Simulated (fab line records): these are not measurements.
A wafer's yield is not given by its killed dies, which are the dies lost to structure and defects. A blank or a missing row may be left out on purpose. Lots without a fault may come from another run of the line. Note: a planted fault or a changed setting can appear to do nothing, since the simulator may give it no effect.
Which tool is to blame?    flow berkeleyCmos170    42 wafers from 14 lots sampled at 2 of the route's 331 steps

== WHAT THE GAUGES READ, wafer by wafer ==
UCB170_CONTACT_CD_MEAS_15 targets a cd of 700 nm.
lot   measured      on        cdNm (nm)
L478  day 8 17:50   cdSem-02  700.4 699.5 700.6
L479  day 8 18:00   cdSem-01  699.1 699.2 698.5
L481  day 9 02:13   cdSem-01  698.0 698.5 697.1
L483  day 10 03:55  cdSem-01  697.8 699.2 697.5
L485  day 10 04:04  cdSem-02  701.6 701.9 701.1
L484  day 10 04:54  cdSem-01  703.0 701.5 701.1
L486  day 10 14:47  cdSem-01  696.1 695.8 695.0
L488  day 11 08:06  cdSem-02  702.5 702.2 702.5
L490  day 11 08:22  cdSem-01  698.8 698.7 698.3
L493  day 11 21:30  cdSem-01  700.5 700.0 700.8
L495  day 12 23:43  cdSem-02  694.7 694.8 694.3
L497  day 13 10:17  cdSem-01  693.0 692.2 692.2
L498  day 13 12:32  cdSem-02  698.8 699.1 699.2
L499  day 13 19:17  cdSem-01  699.2 700.3 698.5

== TOOL THAT RAN EACH LOT (tool first, then ch and the chambers of the sampled wafers, then the start) ==
lot   UCB170_CONTACT_COAT_10
L478  lithoTrack-02 ch 0, day 8 16:00
L479  lithoTrack-01 ch 0, day 8 17:00
L481  lithoTrack-01 ch 0, day 9 01:00
L483  lithoTrack-03 ch 0, day 10 02:00
L485  lithoTrack-01 ch 0, day 10 02:00
L484  lithoTrack-03 ch 0, day 10 04:00
L486  lithoTrack-03 ch 0, day 10 13:00
L488  lithoTrack-02 ch 0, day 11 07:00
L490  lithoTrack-01 ch 0, day 11 07:00
L493  lithoTrack-03 ch 0, day 11 20:00
L495  lithoTrack-01 ch 0, day 12 22:00
L497  lithoTrack-01 ch 0, day 13 09:00
L498  lithoTrack-02 ch 0, day 13 11:00
L499  lithoTrack-02 ch 0, day 13 18:00
- UCB170_CONTACT_COAT_10: resist thk 900 nm.

== AS READ BY THE TOOLS THEMSELVES (means over the sampled wafers that have a number; for cases with no such wafer, the mark the record gives instead) ==
The record holds no such reading with a usual standard deviation.

== THE ANSWER, worked out from the rows above alone ==
Rule: usual is defined by the lots themselves. The widest of any qualifying gaps counts: lots, ordered by their means at a reading, are off when they make up no more than a third of the lots, leave a main group of 4 or more, and stand apart from it by 3 or more times the standard deviation of that group's means. The tables above print the reading to a certain number of digits; a main group whose means all agree to those digits is not used. A lot without any number at a reading at which 4 lots or more have one is off too. All remaining lots with rows at the step are treated as sound. The gauges are gone through in route order, then the tools' own readings, and for those a lot's mean is taken as printed above. The first step at which some lot is off is used, and at that step the reading that is off furthest; a lot without a number counts as furthest.
None of the lots is off at any reading shown; this tells nothing.

== WHAT THE SIMULATOR HAD INSERTED ==
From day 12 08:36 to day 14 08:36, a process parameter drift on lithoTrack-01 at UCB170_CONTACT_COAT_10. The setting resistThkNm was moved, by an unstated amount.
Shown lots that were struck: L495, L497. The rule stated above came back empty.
